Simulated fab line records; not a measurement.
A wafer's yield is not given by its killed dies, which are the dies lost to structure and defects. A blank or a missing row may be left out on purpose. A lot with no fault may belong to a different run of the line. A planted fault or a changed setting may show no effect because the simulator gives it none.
A lot that was struck, set against a sound lot	flow berkeley-cmos170	18 out of 331 route steps
Sound: these wafers, L927.1, L927.2, L927.5. The struck wafers were L938.1, L938.2, L938.3. At the end, the cause is stated.
At each step with rows: each side's tool, then ch and its chambers, then its first start. Under that, the readings that differ: sound wafers	struck wafers	difference of the means	sigmas: that difference in standard deviations of wafers without a fault.
alike: words and numbers the same on both sides, and readings whose means are apart by under 2 such deviations; not compared: readings that were withheld, readings missing a value for some wafer, numbers with overlapping values and no deviation given by the record, and bounds like >300 which may hide the same value.
The two part at a step that has a row with sigmas, a row that says differs or no value, or rows on one side only. Numbers that don't overlap but have no deviation are shown without sigmas and don't part them. Lack of a reading on every wafer of one side parts them only where that side has two or more wafers.

first, 3 steps without rows for these wafers: UCB170_PSD_EXPOSE_03 (exposes mask PSELECT MOD, target cd 1200 nm); UCB170_PSD_PEB_04; UCB170_PSD_DEVELOP_05 (develop time 45 s).
UCB170_PSD_CD_MEAS_06: the cd target is 1200 nm.
  sound: cd-sem-02 at day 6 17:19; struck: cd-sem-01 at day 9 16:11
  alike: cd-nm
UCB170_PSD_OVL_MEAS_07:
  sound: overlay-01 at day 6 17:26; struck: overlay-02 at day 9 16:18
  alike: PSD_OVL
next, for these wafers, 1 step has no rows: UCB170_PSD_IMPLANT_08.
UCB170_PSD_STRIP_09: strips in O2.
  sound on plasma-asher-02 ch 0,1, day 6 17:38; struck on plasma-asher-03 ch 0,1, day 9 16:29
reading	sound	struck	difference	sigmas
oes-product-au (a.u.)	0.601 0.606 0.606	0.587 0.597 0.598	-0.010	-2
  alike: drypump-motor-current-A, strip-time-to-endpoint-s
  not compared: rf-hours-counter-h
UCB170_PSD_TW_MEAS_10:
  sound: film-metro-03 at day 6 17:44; struck: film-metro-04 at day 9 16:35
  alike: PSD_TW
then, 4 steps without rows for these wafers: UCB170_PSD_CLEAN_11 (cleans in SPM, time 600 s); UCB170_NSD_HMDS_00 (prime time 60 s); UCB170_NSD_COAT_01 (resist thk 900 nm); UCB170_NSD_SOFTBAKE_02 (time 60 s).
UCB170_NSD_EXPOSE_03: exposes mask NSELECT MOD, target cd 1200 nm.
  sound on krf-scanner-01 ch 0, day 6 19:18; struck on krf-scanner-01 ch 0, day 9 17:29
  alike: mask, reticle-temp-C
then, 2 steps without rows for these wafers: UCB170_NSD_PEB_04; UCB170_NSD_DEVELOP_05 (develop time 45 s).
UCB170_NSD_CD_MEAS_06: the cd target is 1200 nm.
  sound: cd-sem-02 at day 6 19:46; struck: cd-sem-01 at day 9 17:57
reading	sound	struck	difference	sigmas
cd-nm (nm)	1199.5 1198.7 1199.9	1207.5 1210.3 1204.7	+8.1	+6
UCB170_NSD_OVL_MEAS_07:
  sound: overlay-02 at day 6 19:53; struck: overlay-02 at day 9 18:04
  alike: NSD_OVL
next, for these wafers, 1 step has no rows: UCB170_M3_PROBE_99.

WHERE THEY PART
Earliest at UCB170_PSD_STRIP_09; latest, in this record, at UCB170_NSD_CD_MEAS_06. Later steps at which nothing parts them and some readings are alike: UCB170_NSD_OVL_MEAS_07.

WHY: what had been put in by the simulator
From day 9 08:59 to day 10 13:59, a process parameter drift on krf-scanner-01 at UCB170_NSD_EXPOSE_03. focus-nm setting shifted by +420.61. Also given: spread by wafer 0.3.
